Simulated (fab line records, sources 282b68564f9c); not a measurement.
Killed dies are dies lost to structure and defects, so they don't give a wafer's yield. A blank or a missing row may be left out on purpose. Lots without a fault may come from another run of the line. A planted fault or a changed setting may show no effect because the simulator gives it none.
fab line records | flow rit_cmos
record lots=6 wafers=18 last_day=7
route steps=202 shown GATE@83 M1@202
lots that met no fault: from a run of the same line without faults
start_h: hours from the record's first day to the start of the lot's first wafer shown | wait_h: hours since the lot's step before | " the same as in the row above | L1.1+2: a row that stands for several wafers | - no value, or no start given | * or withheld: withheld | < > ~ a bound
route shown NAME@n: a module of which the file shows steps, and the number in the route of the first | usual: mean/standard deviation of fault-free wafers | same: alike in all rows | chamber/n: place in a boat | sites: the reading at each site | _std_site: their standard deviation | _edge_site: outer sites' mean less inner sites' | radius_mm: how far each site lies from the wafer's centre | mask NAME#n: copy n | behind: the tool/chamber that last shaped the wafer | hold: why the lot was held/for how many hours/how that ended | device: the transistor (n, p or np) that didn't switch | end of line: the same wafers' tests at the end of the route | a step without rows: its recipe alone | killed: dies lost to structure and defects at the first sort, not the wafer's yield | map: a wafer's dies, x killed, . not, _ none there
set.NAME: the setting as run; set.NAME@STEP: as run at that earlier step | model.NAME: the simulator's own value behind a step, which no gauge read
lots at some steps of the route; a table a step, a row a wafer
services: from which hour (start_h, from the record's first day; less than 0 if before it) a tool's chamber was out of use, for how many hours, and why
## steps
# step RIT_GATE_THK_MEAS_07
# recipe reads=SiO2_of_GATE_OXIDATION_05
# usual GATE_OXIDE_THK=3.02/0.052
# columns lot.wafer tool chamber start_h wait_h GATE_OXIDE_THK[nm]
L249.3 film_metro-04 - 40.44 0.0 3.15
L249.5 " - " " 3.08
L249.6 " - " " 3.03
L254.1 film_metro-03 - 63.82 0.0 3.03
L254.2 " - " " 3.02
L254.6 " - " " 3.09
L263.1 film_metro-04 - 107.68 0.0 3.05
L263.3 " - " " 3.07
L263.5 " - " " 2.97
L264.1 film_metro-02 - 128.12 0.0 3.02
L264.2 " - " " 3.02
L264.3 " - " " 3.04
L265.1 film_metro-04 - 128.12 0.0 3.03
L265.3 " - " " 2.99
L265.4 " - " " 2.98
L271.2 film_metro-04 - 154.07 0.0 2.92
L271.3 " - " " 2.95
L271.5 " - " " 3.05
# step RIT_GATE_CVD_08
# recipe material=poly-Si target_thk_nm=250 temp_c=610 precursor=SiH4 time_s=2220 pressure_mtorr=300 sih4_flow_sccm=100
# step RIT_GATE_THK_MEAS_09
# recipe reads=poly-Si_of_GATE_CVD_08
# usual GATE_POLY_THK=248.2/2.4
# columns lot.wafer tool chamber start_h wait_h GATE_POLY_THK[nm]
L249.3 film_metro-03 - 42.57 0.0 251.4
L249.5 " - " " 248.2
L249.6 " - " " 249.1
L254.1 film_metro-03 - 65.56 0.0 247.0
L254.2 " - " " 249.0
L254.6 " - " " 248.6
L263.1 film_metro-04 - 110.16 0.0 249.8
L263.3 " - " " 251.2
L263.5 " - " " 251.5
L264.1 film_metro-02 - 130.60 0.0 243.7
L264.2 " - " " 245.1
L264.3 " - " " 242.7
L265.1 film_metro-04 - 130.60 0.0 245.7
L265.3 " - " " 246.7
L265.4 " - " " 246.0
L271.2 film_metro-04 - 155.75 0.0 247.0
L271.3 " - " " 247.0
L271.5 " - " " 245.3
# step RIT_GATE_HMDS_10
# recipe prime_time_s=60 prime_temp_c=140
# step RIT_GATE_COAT_11
# recipe resist=NOVOLAK spin_rpm=4250 resist_thk_nm=850
# step RIT_GATE_SOFTBAKE_12
# recipe resist=NOVOLAK temp_c=90 time_s=60
# step RIT_GATE_EXPOSE_13
# recipe mask_id=M6 na=0.6 source_shape=conventional sigma_outer=0.6 target_cd_nm=150 dose_mj=380
# step RIT_GATE_PEB_14
# recipe resist=NOVOLAK temp_c=withheld time_s=withheld
# step RIT_GATE_DEVELOP_15
# recipe resist=NOVOLAK develop_time_s=50 dev_temp_c=23
# step RIT_GATE_CD_MEAS_16
# recipe target_cd_nm=150
# usual cd_nm=150.5/2.5
# columns lot.wafer tool chamber start_h wait_h cd_nm
L249.3 cd_sem-01 - 43.62 - 152.4
L249.5 " - " " 150.6
L249.6 " - " " 152.1
L254.1 cd_sem-02 - 66.84 - 153.2
L254.2 " - " " 153.8
L254.6 " - " " 154.4
L263.1 cd_sem-02 - 111.15 - 148.8
L263.3 " - " " 148.8
L263.5 " - " " 147.5
L264.1 cd_sem-02 - 131.81 - 149.3
L264.2 " - " " 149.6
L264.3 " - " " 149.0
L265.1 cd_sem-01 - 132.05 - 150.2
L265.3 " - " " 150.0
L265.4 " - " " 148.6
L271.2 cd_sem-01 - 156.97 - 146.7
L271.3 " - " " 150.5
L271.5 " - " " 149.1
# step RIT_GATE_OVL_MEAS_17
# usual GATE_OVL=0.4/1.4
# columns lot.wafer tool chamber start_h wait_h GATE_OVL[nm]
L249.3 overlay-01 - 43.71 0.1 1.0
L249.5 " - " " -0.6
L249.6 " - " " 0.4
L254.1 overlay-02 - 66.96 0.1 -1.5
L254.2 " - " " -0.8
L254.6 " - " " -1.1
L263.1 overlay-02 - 111.27 0.1 2.5
L263.3 " - " " 0.6
L263.5 " - " " -0.2
L264.1 overlay-02 - 131.93 0.1 0.7
L264.2 " - " " -0.3
L264.3 " - " " 1.6
L265.1 overlay-01 - 132.17 0.1 -1.4
L265.3 " - " " 1.2
L265.4 " - " " 1.3
L271.2 overlay-01 - 157.08 0.1 0.8
L271.3 " - " " 1.0
L271.5 " - " " 1.2
# step RIT_GATE_HARDBAKE_18
# recipe resist=NOVOLAK temp_c=140 time_s=60
# step RIT_GATE_ETCH_19
# recipe chemistry=SF6/CHF3/O2 time_s=165 SF6_flow_sccm=30 CHF3_flow_sccm=30 O2_flow_sccm=5 target=poly-Si pressure_mtorr=40 rf_w=160 target_depth_a=3125 over_etch_frac=0.25 stop_on=SiO2
# usual CHF3_flow_sccm=30.00/0.085 drypump_motor_current_A=5.91/0.3 oes_product_au=0.847/0.0099 throttle_valve_pct=10.24/0.16
# columns lot.wafer tool chamber start_h wait_h CHF3_flow_sccm drypump_motor_current_A oes_product_au rf_hours_counter_h throttle_valve_pct model.NOVOLAK_of_GATE_COAT_11.thk_nm
L249.3 rie_si-01 2 43.89 0.1 29.69 6.20 0.857 118 10.28 664.4
L249.5 " 1 " " 29.90 5.73 0.837 - 9.90 670
L249.6 " 0 " " 30.10 6.13 0.853 - 10.53 666.2
L254.1 rie_si-02 0 67.32 0.1 29.86 5.51 0.835 55 10.32 666.8
L254.2 " 2 " " 29.97 6.39 0.859 2 10.15 667.7
L254.6 " 0 " " 29.90 5.48 0.844 - 10.31 668.8
L263.1 rie_si-01 3 111.46 0.1 29.98 5.72 0.863 120 10.30 667.1
L263.3 " 0 " " 30.05 6.14 0.865 3 10.52 670.4
L263.5 " 1 " " 29.95 5.73 0.926 - 9.90 683.4
L264.1 rie_si-02 0 132.11 0.1 30.01 5.51 0.837 56 10.32 666.3
L264.2 " 3 " " 29.89 5.57 0.831 3 10.16 668.6
L264.3 " 2 " " 29.93 6.34 0.838 2 10.15 668.4
L265.1 rie_si-01 3 132.35 0.1 30.20 5.67 0.845 120 10.29 672.5
L265.3 " 1 " " 29.99 5.75 0.910 110 9.91 682.9
L265.4 " 2 " " 30.08 6.22 0.843 119 10.28 669.3
L271.2 rie_si-02 1 157.26 0.1 30.08 6.06 0.842 94 10.28 671.3
L271.3 " 2 " " 29.91 6.34 0.850 3 10.17 670.9
L271.5 " 3 " " 30.12 5.58 0.830 - 10.17 672.1
# step RIT_GATE_STRIP_20
# recipe chemistry=O2 time_s=180 resist=NOVOLAK platen_temp_c=withheld power_w=500 pressure_mtorr=4000 o2_flow_sccm=4000
# usual drypump_motor_current_A=5.8/0.43
# same time_s=180
# columns lot.wafer tool chamber start_h wait_h drypump_motor_current_A rf_hours_counter_h
L249.3 plasma_asher-04 1 44.06 0.1 5.7 -
L249.5 " 0 " " 5.9 -
L249.6 " 1 " " 5.6 -
L254.1 plasma_asher-03 1 67.43 0.1 5.5 38
L254.2 " 0 " " 6.3 38
L254.6 " 0 " " 6.2 -
L263.1 plasma_asher-04 0 111.57 0.1 5.9 47
L263.3 " 1 " " 5.6 -
L263.5 " 1 " " 5.6 -
L264.1 plasma_asher-02 0 132.22 0.1 5.1 1
L264.2 " 1 " " 6.6 1
L264.3 " 1 " " 6.6 -
L265.1 plasma_asher-03 0 132.46 0.1 6.3 45
L265.3 " 1 " " 5.5 -
L265.4 " 0 " " 6.3 -
L271.2 plasma_asher-03 1 157.37 0.1 5.4 47
L271.3 " 0 " " 6.2 -
L271.5 " 0 " " 6.3 -
# step RIT_M1_PROBE_99
# usual killed_at_contacts=0.0/0.2 killed_at_front_end=7.0/2.8 killed_dies=7.0/2.8 killed_open=3.4/1.9 killed_short=3.6/2
# same gross_dies=264 killed_at_M0_to_M3=0 killed_at_M4_up=0 killed_at_back_side=0 killed_at_other=0
# columns lot.wafer tool chamber start_h wait_h killed_at_contacts killed_at_front_end killed_dies killed_open killed_short model.etest.poly_comb_over_steps.leak_log10_a_um
L254.1 prober-01 - 90.01 0.1 0 7 7 3 4 -12.77
L254.2 prober-01 - 90.06 0.1 0 9 9 5 4 -12.89
L254.6 prober-01 - 90.26 0.2 0 6 6 4 2 -12.71
L263.1 prober-02 - 139.60 0.1 0 9 9 4 5 -12.92
L263.3 prober-02 - 139.70 0.2 0 6 6 0 6 -12.74
L263.5 prober-02 - 139.80 0.2 0 4 4 2 2 -6.421
L265.1 prober-02 - 154.89 0.1 0 7 7 4 3 -12.77
L265.3 prober-02 - 154.99 0.2 0 6 6 2 4 -6.019
L265.4 prober-02 - 155.04 0.2 0 13 13 7 6 -12.83
L271.2 prober-01 - 179.28 0.1 0 5 5 3 2 -12.85
L271.3 prober-01 - 179.33 0.2 0 9 9 2 7 -12.77
L271.5 prober-01 - 179.43 0.2 0 8 8 5 3 -12.82
# killed by level:class
L254.1 GATE:geometric_particle:short=3 FOX1:geometric_particle:short=1 FOX2:geometric_particle:open=1 GATE:geometric_particle:open=1 SILICIDE:geometric_particle:open=1
L254.2 GATE:geometric_particle:short=4 FOX1:geometric_particle:open=2 FOX2:geometric_particle:open=1 GATE:geometric_particle:open=1 SILICIDE:geometric_particle:open=1
L254.6 FOX2:geometric_particle:open=3 GATE:geometric_particle:short=1 REOX:geometric_particle:short=1 SPACER:geometric_particle:open=1
L263.1 SPACER:geometric_particle:short=2 SILICIDE:geometric_particle:short=2 ACTIVE:geometric_particle:open=1 FOX1:geometric_particle:open=1 FOX2:geometric_particle:short=1 GATE:geometric_particle:open=1 REOX:geometric_particle:open=1
L263.3 GATE:geometric_particle:short=3 ACTIVE:geometric_particle:short=1 REOX:geometric_particle:short=1 SPACER:geometric_particle:short=1
L263.5 GATE:geometric_particle:open=2 GATE:geometric_particle:short=1 SPACER:geometric_particle:short=1
L265.1 SILICIDE:geometric_particle:short=2 FOX1:geometric_particle:open=1 FOX1:geometric_particle:short=1 GATE:geometric_particle:open=1 REOX:geometric_particle:open=1 SPACER:geometric_particle:open=1
L265.3 FOX2:geometric_particle:short=2 FOX1:geometric_particle:short=1 FOX2:geometric_particle:open=1 GATE:geometric_particle:short=1 SPACER:geometric_particle:open=1
L265.4 SILICIDE:geometric_particle:short=3 FOX1:geometric_particle:open=2 GATE:geometric_particle:open=2 SPACER:geometric_particle:open=2 FOX2:geometric_particle:open=1 GATE:geometric_particle:short=1 REOX:geometric_particle:short=1 SPACER:geometric_particle:short=1
L271.2 FOX1:geometric_particle:short=1 GATE:geometric_particle:open=1 REOX:geometric_particle:open=1 SPACER:geometric_particle:open=1 SPACER:geometric_particle:short=1
L271.3 GATE:geometric_particle:short=4 FOX1:geometric_particle:short=2 GATE:geometric_particle:open=2 SPACER:geometric_particle:short=1
L271.5 GATE:geometric_particle:open=3 FOX1:geometric_particle:open=2 GATE:geometric_particle:short=2 SPACER:geometric_particle:short=1
## services
# columns tool chamber start_h hours kind
plasma_asher-02 - 108.75 9.0 pm
plasma_asher-02 0 108.75 11.4 vent_cycle
plasma_asher-02 1 108.75 11.4 vent_cycle
plasma_asher-02 - 116.00 4.1 repair
plasma_asher-02 0 117.75 - clean
plasma_asher-02 1 117.75 - clean
rie_si-01 - 127.20 0.8 repair
rie_si-01 2 144.39 4.4 repair
plasma_asher-02 - 149.27 3.2 repair
## key
first_sign step=RIT_GATE_ETCH_19 reading=oes_product_au direction=up sigmas=7.1 usual=0.847 struck=0.918
effect none on later readings
model_effect step=RIT_GATE_ETCH_19 value=NOVOLAK_of_GATE_COAT_11.thk_nm without=674.5 struck=683.1
model_effect step=RIT_M1_PROBE_99 value=etest.poly_comb_over_steps.leak_log10_a_um without=-12.61 struck=-6.22
met_at RIT_GATE_ETCH_19
struck_wafers L263.5,L265.3
tester_left_out L263,L265
onset_between 43.89 111.46
fault kind=process_parameter_drift tool=rie_si-01 chamber=1 onset_h=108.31 steps=RIT_GATE_ETCH_19 channel=target_depth_a offset=-349.39 shape=step end_h=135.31 stated=3125
# tester_left_out: of these lots the tester's yield and bins aren't shown, on N5 and GAA mostly nor the transistor test; their killed dies are dies lost to structure and defects alone, not to doping, threshold or leakage, so they don't give the yield
